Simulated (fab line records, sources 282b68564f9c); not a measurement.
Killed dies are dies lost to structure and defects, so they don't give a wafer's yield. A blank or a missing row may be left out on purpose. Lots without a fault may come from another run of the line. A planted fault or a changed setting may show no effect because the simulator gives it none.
Split-lot experiment | flow rit_cmos | 5 lots, 23 wafers read, on a route of 202 steps

THE SPLIT
At RIT_M1_EXPOSE_06 (exposes mask M12, target cd 2600 nm), the setting dose_mj was moved away from the recipe's 250 on 4 of the 23 wafers read, by -4.0% to +4.5%. The other wafers ran this setting at the recipe's value.

FROM THE SPLIT TO THE READING: what the file shows between them, 2 steps
- RIT_M1_PEB_07
- RIT_M1_DEVELOP_08: develop time 68 s

THE READING
cd_nm, in nm, at RIT_M1_CD_MEAS_09 (target cd 2600 nm). Fault-free wafers of this fab line usually give 2598.8 nm, standard deviation 2.9 nm.

wafer  | tool, chamber at the split | dose_mj as run | against the recipe | cd_nm, nm | against lot-mates on the recipe
L075.2 | iline_stepper-02, 0        | 250            | recipe             | 2596.7    | -
L075.3 | iline_stepper-02, 0        | 250            | recipe             | 2597.5    | -
L075.4 | iline_stepper-02, 0        | 250            | recipe             | 2595.7    | -
L075.5 | iline_stepper-02, 0        | 250            | recipe             | 2598.9    | -
L075.6 | iline_stepper-02, 0        | 250            | recipe             | 2596.2    | -
L076.1 | iline_stepper-02, 0        | 250            | recipe             | 2600.0    | -
L076.2 | iline_stepper-02, 0        | 250            | recipe             | 2599.9    | -
L076.3 | iline_stepper-02, 0        | 250            | recipe             | 2599.4    | -
L076.4 | iline_stepper-02, 0        | 250            | recipe             | 2599.6    | -
L076.5 | iline_stepper-02, 0        | 250            | recipe             | 2600.1    | -
L078.1 | iline_stepper-01, 0        | 250            | recipe             | 2598.7    | -
L078.2 | iline_stepper-01, 0        | 240.1          | -4.0%              | 2608.1    | +10.7
L078.4 | iline_stepper-01, 0        | 250            | recipe             | 2596.7    | -
L078.5 | iline_stepper-01, 0        | 250            | recipe             | 2596.8    | -
L078.6 | iline_stepper-01, 0        | 240.1          | -4.0%              | 2607.2    | +9.8
L083.2 | iline_stepper-01, 0        | 250            | recipe             | 2595.9    | -
L083.4 | iline_stepper-01, 0        | 250            | recipe             | 2597.2    | -
L083.6 | iline_stepper-01, 0        | 250            | recipe             | 2596.5    | -
L084.1 | iline_stepper-02, 0        | 250            | recipe             | 2597.8    | -
L084.2 | iline_stepper-02, 0        | 261.2          | +4.5%              | 2584.7    | -14.9
L084.3 | iline_stepper-02, 0        | 250            | recipe             | 2600.0    | -
L084.4 | iline_stepper-02, 0        | 250            | recipe             | 2601.0    | -
L084.5 | iline_stepper-02, 0        | 261.2          | +4.5%              | 2588.8    | -10.8

THE FIT
A straight line over all 23 wafers: cd_nm changes by -2.48 nm for each +1% of dose_mj; r = -0.94; the points scatter about the line by 1.7 nm.
The same after taking each lot's own level away (the mean of its wafers on the recipe; 23 wafers): -2.74 nm for each +1%; r = -0.98; scatter 1.1 nm.
On that fit, the largest move of dose_mj shifts the reading by 12 nm.
The lots' own levels span 2596.53 to 2599.80 nm, that is 1.1 times the standard deviation above.
So the lot-to-lot level changes the slope little: the two slopes agree.
Check: with one of the wafers moved furthest among these (+4.5%) left out of the fit, the line predicts -11.2 nm for it against its lot-mates. It came out at -14.9 nm against them.

OTHER SPLITS ON THESE WAFERS
These wafers also went through other splits before the reading. Each is held against what the fit with the lots' levels taken away leaves over:
other split on the same wafers     | wafers away from the commonest value | r with cd_nm (lot level and that fit taken away)
RIT_REOX_OXIDATION_03 temp_c       | 18                                   | -0.06
RIT_PLDD_COAT_01 resist_thk_nm     | 5                                    | +0.10
RIT_PLDD_DEVELOP_05 develop_time_s | 8                                    | -0.04
RIT_SPACER_ETCHBACK_05 time_s      | 12                                   | -0.11
RIT_CONTACT_CVD_00 time_s          | 8                                    | -0.15
RIT_M1_SPUTTER_00 time_s           | 8                                    | -0.12

THE FILE'S OWN FIT
cd_nm changes by -2.74 nm for each +1% of dose_mj, r = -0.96.
